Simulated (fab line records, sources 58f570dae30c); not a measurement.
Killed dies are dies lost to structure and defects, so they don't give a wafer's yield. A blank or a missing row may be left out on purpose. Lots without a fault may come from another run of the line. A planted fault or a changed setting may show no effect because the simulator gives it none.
Which tool did it? | flow berkeley_cmos170 | 14 lots, 42 wafers sampled, at 7 steps of a route of 331

WHAT THE GAUGES READ, wafer by wafer
UCB170_NVT_OVL_MEAS_06.
lot  | measured     | on         | NVT_OVL (nm)
L449 | day 5 18:15  | overlay-02 | 5 8 8
L450 | day 6 01:02  | overlay-01 | 7 5 -1
L452 | day 6 12:22  | overlay-02 | 4 2 6
L453 | day 6 12:23  | overlay-01 | 0 6 2
L454 | day 6 12:31  | overlay-02 | 2 -3 5
L456 | day 7 03:26  | overlay-01 | 4 1 7
L457 | day 7 13:51  | overlay-02 | 13 12 9
L458 | day 7 14:07  | overlay-01 | 2 14 3
L460 | day 7 23:54  | overlay-02 | -2 -1 8
L459 | day 8 00:02  | overlay-02 | 5 5 7
L461 | day 8 05:02  | overlay-01 | 5 2 3
L463 | day 8 19:17  | overlay-01 | -3 6 1
L469 | day 9 20:56  | overlay-02 | 1 4 2
L471 | day 10 04:09 | overlay-01 | 8 -1 -4

UCB170_M2_RS_MEAS_02: measures by four-point-probe.
lot  | measured     | on            | M2_AL_RS (ohm/sq)
L449 | day 7 13:44  | film_metro-04 | 0.0328 0.0330 0.0329
L450 | day 8 05:32  | film_metro-04 | 0.0322 0.0325 0.0321
L452 | day 8 21:52  | film_metro-04 | 0.0330 0.0332 0.0332
L453 | day 8 22:10  | film_metro-04 | 0.0328 0.0324 0.0326
L454 | day 8 21:34  | film_metro-01 | 0.0321 0.0321 0.0320
L456 | day 9 07:31  | film_metro-03 | 0.0328 0.0324 0.0325
L457 | day 9 15:56  | film_metro-03 | 0.0321 0.0322 0.0321
L458 | day 9 16:15  | film_metro-03 | 0.0320 0.0322 0.0320
L460 | day 10 03:20 | film_metro-03 | 0.0324 0.0323 0.0321
L459 | day 10 02:54 | film_metro-04 | 0.0322 0.0322 0.0322
L461 | day 10 02:42 | film_metro-03 | 0.0320 0.0322 0.0319
L463 | day 10 20:32 | film_metro-01 | 0.0160 0.0160 0.0160
L469 | day 11 22:13 | film_metro-04 | 0.0159 0.0158 0.0159
L471 | day 12 00:05 | film_metro-04 | 0.0320 0.0320 0.0320

UCB170_M2_THK_MEAS_03: measures by xrf.
lot  | measured     | on            | M2_AL_THK (nm)
L449 | day 7 13:50  | film_metro-04 | 883 888 881
L450 | day 8 05:38  | film_metro-04 | 907 902 907
L452 | day 8 21:59  | film_metro-04 | 893 887 878
L453 | day 8 22:16  | film_metro-04 | 882 905 896
L454 | day 8 21:41  | film_metro-01 | 913 918 914
L456 | day 9 07:38  | film_metro-03 | 883 892 892
L457 | day 9 16:02  | film_metro-03 | 900 896 902
L458 | day 9 16:22  | film_metro-03 | 905 901 904
L460 | day 10 03:26 | film_metro-03 | 900 903 905
L459 | day 10 03:00 | film_metro-04 | 911 908 913
L461 | day 10 02:47 | film_metro-03 | 905 899 911
L463 | day 10 20:38 | film_metro-01 | 1810 1806 1819
L469 | day 11 22:19 | film_metro-04 | 1823 1843 1821
L471 | day 12 00:12 | film_metro-04 | 910 906 905

UCB170_V2_OVL_MEAS_13.
lot  | measured     | on         | V2_OVL (nm)
L449 | day 7 19:44  | overlay-01 | 14 7 0
L450 | day 8 11:23  | overlay-02 | 9 1 6
L452 | day 9 05:48  | overlay-01 | -5 5 2
L453 | day 9 06:18  | overlay-02 | 8 -3 5
L454 | day 9 02:53  | overlay-02 | -4 0 -1
L456 | day 9 12:53  | overlay-01 | -7 -10 -7
L457 | day 9 20:59  | overlay-01 | -9 -6 -13
L458 | day 9 21:13  | overlay-01 | 8 2 7
L460 | day 10 10:54 | overlay-01 | -3 3 -6
L459 | day 10 10:37 | overlay-02 | -5 0 -5
L461 | day 10 07:39 | overlay-01 | 1 -1 1
L471 | day 12 05:00 | overlay-01 | 7 -1 2

WHICH TOOL RAN EACH LOT (tool, then ch and the chambers of the sampled wafers, then the start)
lot  | UCB170_SDANNEAL_RTA_00           | UCB170_M2_SPUTTER_01         | UCB170_M2_METAL_ETCH_18
L449 | rtp_anneal-02 ch 0, day 6 21:32  | pvd_sputter-02, day 7 13:38  | rie_metal-03 ch 0,1, day 7 16:43
L450 | rtp_anneal-02 ch 0, day 7 10:53  | pvd_sputter-02, day 8 05:26  | rie_metal-02 ch 0,1, day 8 08:28
L452 | rtp_anneal-02 ch 0, day 8 04:16  | pvd_sputter-02, day 8 21:47  | rie_metal-04 ch 1, day 9 00:46
L453 | rtp_anneal-01 ch 0, day 8 04:30  | pvd_sputter-03, day 8 22:01  | rie_metal-02 ch 0,1, day 9 01:04
L454 | rtp_anneal-02 ch 0, day 8 04:29  | pvd_sputter-01, day 8 21:28  | rie_metal-03 ch 0,1, day 9 00:31
L456 | rtp_anneal-01 ch 0, day 8 11:36  | pvd_sputter-01, day 9 07:26  | rie_metal-02 ch 0, day 9 10:14
L457 | rtp_anneal-01 ch 0, day 8 20:53  | pvd_sputter-01, day 9 15:49  | rie_metal-03 ch 0,1, day 9 18:11
L458 | rtp_anneal-02 ch 0, day 8 20:29  | pvd_sputter-03, day 9 16:10  | rie_metal-04 ch 1, day 9 18:29
L460 | rtp_anneal-01 ch 0, day 9 11:06  | pvd_sputter-01, day 10 03:07 | rie_metal-02 ch 0,1, day 10 06:04
L459 | rtp_anneal-02 ch 0, day 9 10:54  | pvd_sputter-03, day 10 02:46 | rie_metal-04 ch 0,1, day 10 05:46
L461 | rtp_anneal-02 ch 0, day 9 10:17  | pvd_sputter-01, day 10 02:33 | rie_metal-02 ch 0,1, day 10 05:13
L463 | rtp_anneal-02 ch 0, day 10 03:14 | pvd_sputter-01, day 10 20:09 | rie_metal-02 ch 0,1, day 10 23:28
L469 | rtp_anneal-02 ch 0, day 11 01:40 | pvd_sputter-01, day 11 21:45 | rie_metal-03 ch 0,1, day 12 01:01
L471 | rtp_anneal-02 ch 0, day 11 10:26 | pvd_sputter-02, day 12 00:00 | rie_metal-04 ch 0,1, day 12 02:38
- UCB170_SDANNEAL_RTA_00: time 10.15 s.
- UCB170_M2_SPUTTER_01: material Al, target thk 900 nm, time 120 s.
- UCB170_M2_METAL_ETCH_18: etches Al in Cl2/BCl3, stops on SiO2, target depth 1170 nm, time 195 s.

WHAT THE TOOLS THEMSELVES READ (means of the sampled wafers that have a number; where no wafer has one, the mark that the record gives instead)
UCB170_SDANNEAL_RTA_00.
lot  | tool          | chamber_o2_ppm | lamp_power_pct (%) | wafer_temp_C_max
L449 | rtp_anneal-02 | 1.997          | 22.2               | 905.3
L450 | rtp_anneal-02 | 1.965          | 22.2               | 904.8
L452 | rtp_anneal-02 | 1.988          | 22.2               | 906.1
L453 | rtp_anneal-01 | 2.004          | 25.1               | 903.6
L454 | rtp_anneal-02 | 2.012          | 22.2               | 905.8
L456 | rtp_anneal-01 | 2.042          | 25.2               | 902.8
L457 | rtp_anneal-01 | 1.985          | 25.1               | 903.5
L458 | rtp_anneal-02 | 1.985          | 22.2               | 905.8
L460 | rtp_anneal-01 | 1.977          | 25.2               | 902.3
L459 | rtp_anneal-02 | 2.029          | 22.2               | 905.5
L461 | rtp_anneal-02 | 2.023          | 22.2               | 905.0
L463 | rtp_anneal-02 | 1.978          | 22.2               | 904.1
L469 | rtp_anneal-02 | 1.989          | 22.2               | 904.6
L471 | rtp_anneal-02 | 2.005          | 22.2               | 905.5

UCB170_M2_SPUTTER_01.
lot  | tool           | throttle_valve_pct (%)
L449 | pvd_sputter-02 | 30.5
L450 | pvd_sputter-02 | 30.6
L452 | pvd_sputter-02 | 31.0
L453 | pvd_sputter-03 | 30.3
L454 | pvd_sputter-01 | 30.1
L456 | pvd_sputter-01 | 30.3
L457 | pvd_sputter-01 | 29.9
L458 | pvd_sputter-03 | 30.2
L460 | pvd_sputter-01 | 30.2
L459 | pvd_sputter-03 | 30.3
L461 | pvd_sputter-01 | 29.9
L463 | pvd_sputter-01 | 30.1
L469 | pvd_sputter-01 | 30.3
L471 | pvd_sputter-02 | 30.6

UCB170_M2_METAL_ETCH_18.
lot  | tool         | drypump_motor_current_A (A) | oes_product_au (a.u.) | throttle_valve_pct (%)
L449 | rie_metal-03 | 5.44                        | 0.844                 | 24.37
L450 | rie_metal-02 | 5.35                        | 0.866                 | 24.39
L452 | rie_metal-04 | 5.74                        | 0.875                 | 24.29
L453 | rie_metal-02 | 5.23                        | 0.858                 | 24.35
L454 | rie_metal-03 | 5.44                        | 0.849                 | 24.43
L456 | rie_metal-02 | 5.09                        | 0.859                 | 24.30
L457 | rie_metal-03 | 5.47                        | 0.849                 | 24.43
L458 | rie_metal-04 | 5.74                        | 0.888                 | 24.29
L460 | rie_metal-02 | 5.33                        | 0.857                 | 24.40
L459 | rie_metal-04 | 5.55                        | 0.875                 | 24.33
L461 | rie_metal-02 | 5.34                        | 0.863                 | 24.39
L463 | rie_metal-02 | 5.34                        | 1.018                 | 24.32
L469 | rie_metal-03 | 5.45                        | 0.989                 | 24.36
L471 | rie_metal-04 | 5.57                        | 0.856                 | 24.34

THE ANSWER, worked out from the rows above alone
Rule: what is usual is taken from the lots themselves. Put in order of their means at a reading, lots are off if they are a third of the lots or fewer, leave a main group of 4 or more, and stand apart from it by a gap of 3 or more times the standard deviation of the main group's means; of several such gaps the widest counts. A main group whose means are all the same, to the digits that the tables above print for the reading, isn't used. A lot without any number at a reading at which 4 lots or more have one is off too. The other lots that the step has rows for count as sound. The gauges are gone through in route order, then the tools' own readings, and for those a lot's mean is taken as printed above. The first step at which some lot is off is used, and at that step the reading that is off furthest; a lot without a number counts as furthest.
Off: L463, L469, at UCB170_M2_RS_MEAS_02 (M2_AL_RS). The main group: mean 0.0324 ohm/sq, standard deviation 0.00035.
A tool fits if, at a process step before that reading, it ran every lot that is off, and no sound lot after the first of them. The gauges at UCB170_M2_RS_MEAS_02 aren't tried: what is off there is off at UCB170_M2_METAL_ETCH_18 too, on other tools, and a gauge's error can't cause that. One fits: pvd_sputter-01 at UCB170_M2_SPUTTER_01. Its last sound lot is L460 (day 10 03:07), its first lot that is off L463 (day 10 20:09): a fault that began between those two fits.

WHAT THE SIMULATOR HAD PUT IN
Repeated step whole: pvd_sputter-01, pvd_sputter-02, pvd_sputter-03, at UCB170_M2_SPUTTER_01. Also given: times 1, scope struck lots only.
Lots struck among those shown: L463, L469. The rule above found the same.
